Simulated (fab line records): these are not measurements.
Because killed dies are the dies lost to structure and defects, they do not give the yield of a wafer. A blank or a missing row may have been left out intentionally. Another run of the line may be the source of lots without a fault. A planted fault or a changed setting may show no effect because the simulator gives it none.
Which tool is to blame? :: flow berkeley_cmos170 :: 42 wafers from 14 lots sampled at 5 of the route's 331 steps

## WHAT THE GAUGES SHOWED, per wafer
UCB170_NVT_OVL_MEAS_06. Usual: NVT_OVL gives 1 nm (standard deviation 5.2).
lot: L428
measured: day 6 00:28
on: overlay-01
NVT_OVL (nm): 4 12 5
flag: 

lot: L429
measured: day 6 00:43
on: overlay-01
NVT_OVL (nm): -5 -12 -1
flag: 

lot: L430
measured: day 6 06:17
on: overlay-02
NVT_OVL (nm): -6 -5 -3
flag: 

lot: L431
measured: day 6 06:19
on: overlay-02
NVT_OVL (nm): 4 1 5
flag: 

lot: L433
measured: day 6 15:34
on: overlay-02
NVT_OVL (nm): -2 -2 -4
flag: 

lot: L434
measured: day 7 04:22
on: overlay-01
NVT_OVL (nm): 7 6 4
flag: 

lot: L438
measured: day 7 19:17
on: overlay-02
NVT_OVL (nm): 0 -2 1
flag: 

lot: L440
measured: day 8 07:34
on: overlay-01
NVT_OVL (nm): -3 -6 -6
flag: 

lot: L441
measured: day 8 15:13
on: overlay-01
NVT_OVL (nm): 3 -5 5
flag: 

lot: L442
measured: day 9 01:43
on: overlay-02
NVT_OVL (nm): 5 2 -1
flag: 

lot: L444
measured: day 9 01:44
on: overlay-01
NVT_OVL (nm): -2 5 1
flag: 

lot: L445
measured: day 9 18:04
on: overlay-02
NVT_OVL (nm): -5 -11 -8
flag: 

lot: L449
measured: day 10 04:13
on: overlay-01
NVT_OVL (nm): 3 1 4
flag: 

lot: L451
measured: day 10 12:30
on: overlay-02
NVT_OVL (nm): 4 3 12
flag: 

UCB170_PVT_TW_MEAS_09. Usual: PVT_TW gives 503.1 (standard deviation 2.6).
lot: L428
measured: day 6 02:21
on: film_metro-02
PVT_TW: 498.6 499.3 503.5
flag: 

lot: L429
measured: day 6 02:37
on: film_metro-04
PVT_TW: 502.7 502.8 503.2
flag: 

lot: L430
measured: day 6 08:32
on: film_metro-02
PVT_TW: 500.8 504.9 501.7
flag: 

lot: L431
measured: day 6 08:41
on: film_metro-02
PVT_TW: 498.2 506.8 501.3
flag: 

lot: L433
measured: day 6 17:29
on: film_metro-03
PVT_TW: 506.3 502.7 502.1
flag: 

lot: L434
measured: day 7 06:35
on: film_metro-02
PVT_TW: 503.4 507.5 504.3
flag: 

lot: L438
measured: day 7 23:14
on: film_metro-03
PVT_TW: 508.4 505.7 506.0
flag: 

lot: L440
measured: day 8 10:27
on: film_metro-02
PVT_TW: 501.9 501.9 503.8
flag: 

lot: L441
measured: day 8 17:01
on: film_metro-03
PVT_TW: 505.9 505.8 507.1
flag: 

lot: L442
measured: day 9 04:29
on: film_metro-02
PVT_TW: 505.1 502.8 501.7
flag: 

lot: L444
measured: day 9 04:44
on: film_metro-03
PVT_TW: 504.4 504.9 508.1
flag: 

lot: L445
measured: day 9 20:20
on: film_metro-02
PVT_TW: 501.9 503.6 500.6
flag: 

lot: L449
measured: day 10 07:08
on: film_metro-02
PVT_TW: 500.6 504.5 501.7
flag: 

lot: L451
measured: day 10 14:38
on: film_metro-04
PVT_TW: 497.7 501.1 501.0
flag: 

UCB170_PLDD_TW_MEAS_11. Usual: PLDD_TW gives 1007 (standard deviation 6.5).
lot: L428
measured: day 6 18:28
on: film_metro-02
PLDD_TW: 997 1001 998
flag: 

lot: L429
measured: day 6 18:50
on: film_metro-03
PLDD_TW: 1007 1008 1008
flag: 

lot: L430
measured: day 7 01:19
on: film_metro-02
PLDD_TW: 30 30 30
flag: OFF

lot: L431
measured: day 7 00:34
on: film_metro-02
PLDD_TW: 1014 1008 1012
flag: 

lot: L433
measured: day 7 13:24
on: film_metro-03
PLDD_TW: 30 30 30
flag: OFF

lot: L434
measured: day 8 00:10
on: film_metro-02
PLDD_TW: 1000 1004 999
flag: 

lot: L438
measured: day 8 15:06
on: film_metro-01
PLDD_TW: 1017 1016 1011
flag: 

lot: L440
measured: day 9 04:51
on: film_metro-01
PLDD_TW: 1014 1020 1011
flag: 

lot: L441
measured: day 9 08:01
on: film_metro-01
PLDD_TW: 1015 1014 1019
flag: 

lot: L442
measured: day 9 21:31
on: film_metro-02
PLDD_TW: 1000 997 1003
flag: 

lot: L444
measured: day 9 21:44
on: film_metro-03
PLDD_TW: 1005 1008 1002
flag: 

lot: L445
measured: day 10 12:00
on: film_metro-02
PLDD_TW: 1001 998 998
flag: 

lot: L449
measured: day 10 23:40
on: film_metro-02
PLDD_TW: 1002 1004 1000
flag: 

lot: L451
measured: day 11 04:43
on: film_metro-01
PLDD_TW: 1012 1022 1018
flag: 

UCB170_PSD_CD_MEAS_06 targets a cd of 1200 nm. Usual: cd_nm reads 1200.2 nm (standard deviation 1.6).
lot: L428
measured: day 7 00:59
on: cd_sem-01
cd_nm (nm): 1199.8 1199.4 1201.4
flag: 

lot: L429
measured: day 7 01:13
on: cd_sem-02
cd_nm (nm): 1202.3 1202.9 1201.5
flag: 

lot: L430
measured: day 7 08:26
on: cd_sem-01
cd_nm (nm): 1197.5 1197.7 1197.9
flag: 

lot: L431
measured: day 7 08:11
on: cd_sem-01
cd_nm (nm): 1200.1 1199.4 1201.2
flag: 

lot: L433
measured: day 7 20:59
on: cd_sem-01
cd_nm (nm): 1203.1 1201.3 1200.8
flag: 

lot: L434
measured: day 8 09:28
on: cd_sem-02
cd_nm (nm): 1202.8 1202.1 1203.3
flag: 

lot: L438
measured: day 9 00:17
on: cd_sem-01
cd_nm (nm): 1198.7 1199.1 1197.5
flag: 

lot: L440
measured: day 9 12:38
on: cd_sem-02
cd_nm (nm): 1200.3 1199.0 1199.0
flag: 

lot: L441
measured: day 9 18:40
on: cd_sem-02
cd_nm (nm): 1197.4 1199.0 1199.4
flag: 

lot: L442
measured: day 10 06:35
on: cd_sem-01
cd_nm (nm): 1200.8 1201.2 1201.5
flag: 

lot: L444
measured: day 10 06:31
on: cd_sem-02
cd_nm (nm): 1200.5 1200.7 1200.3
flag: 

lot: L445
measured: day 10 19:51
on: cd_sem-01
cd_nm (nm): 1202.0 1203.7 1203.1
flag: 

lot: L449
measured: day 11 06:28
on: cd_sem-01
cd_nm (nm): 1202.4 1202.1 1201.6
flag: 

lot: L451
measured: day 11 12:40
on: cd_sem-02
cd_nm (nm): 1199.0 1199.8 1198.7
flag: 

## WHAT TOOL EACH LOT RAN ON (gives the tool, then ch and the chambers of the sampled wafers, and finally the start)
lot: L428
UCB170_PLDD_DEVELOP_05: litho_track-02 ch 0, day 6 17:00

lot: L429
UCB170_PLDD_DEVELOP_05: litho_track-02 ch 0, day 6 18:00

lot: L430
UCB170_PLDD_DEVELOP_05: litho_track-02 ch 0, day 7 00:00

lot: L431
UCB170_PLDD_DEVELOP_05: litho_track-02 ch 0, day 6 23:00

lot: L433
UCB170_PLDD_DEVELOP_05: litho_track-02 ch 0, day 7 12:00

lot: L434
UCB170_PLDD_DEVELOP_05: litho_track-04 ch 0, day 7 23:00

lot: L438
UCB170_PLDD_DEVELOP_05: litho_track-04 ch 0, day 8 14:00

lot: L440
UCB170_PLDD_DEVELOP_05: litho_track-04 ch 0, day 9 04:00

lot: L441
UCB170_PLDD_DEVELOP_05: litho_track-04 ch 0, day 9 07:00

lot: L442
UCB170_PLDD_DEVELOP_05: litho_track-03 ch 0, day 9 20:00

lot: L444
UCB170_PLDD_DEVELOP_05: litho_track-04 ch 0, day 9 21:00

lot: L445
UCB170_PLDD_DEVELOP_05: litho_track-04 ch 0, day 10 11:00

lot: L449
UCB170_PLDD_DEVELOP_05: litho_track-02 ch 0, day 10 22:00

lot: L451
UCB170_PLDD_DEVELOP_05: litho_track-04 ch 0, day 11 04:00
- UCB170_PLDD_DEVELOP_05: develop time 45 s.

## WHAT THE TOOLS THEMSELVES READ (means of the sampled wafers that have a number; where no wafer has one, the mark that the record gives instead)
The record holds no such reading with a usual standard deviation.

## THE ANSWER, worked out from the rows above alone
Rule: a lot counts as off when the mean over its wafers that have a number is more than 3 standard deviations away from the usual mean. A lot without any number at a reading at which 4 lots or more have one is off too. The other lots that the step has rows for count as sound. The gauges are gone through in route order, then the tools' own readings, and for those a lot's mean is taken as printed above. At the first step where some lot is off, the reading lying furthest off is the one used; lots without a number count as furthest.
Off: at UCB170_PLDD_TW_MEAS_11 (PLDD_TW), L430, L433.
A tool fits if, at a process step before that reading, it ran every lot that is off, and no sound lot after the first of them. Those tools and the gauges at UCB170_PLDD_TW_MEAS_11 are tried in the same way. None of those tried fits.

## WHAT THE SIMULATOR HAD INSERTED
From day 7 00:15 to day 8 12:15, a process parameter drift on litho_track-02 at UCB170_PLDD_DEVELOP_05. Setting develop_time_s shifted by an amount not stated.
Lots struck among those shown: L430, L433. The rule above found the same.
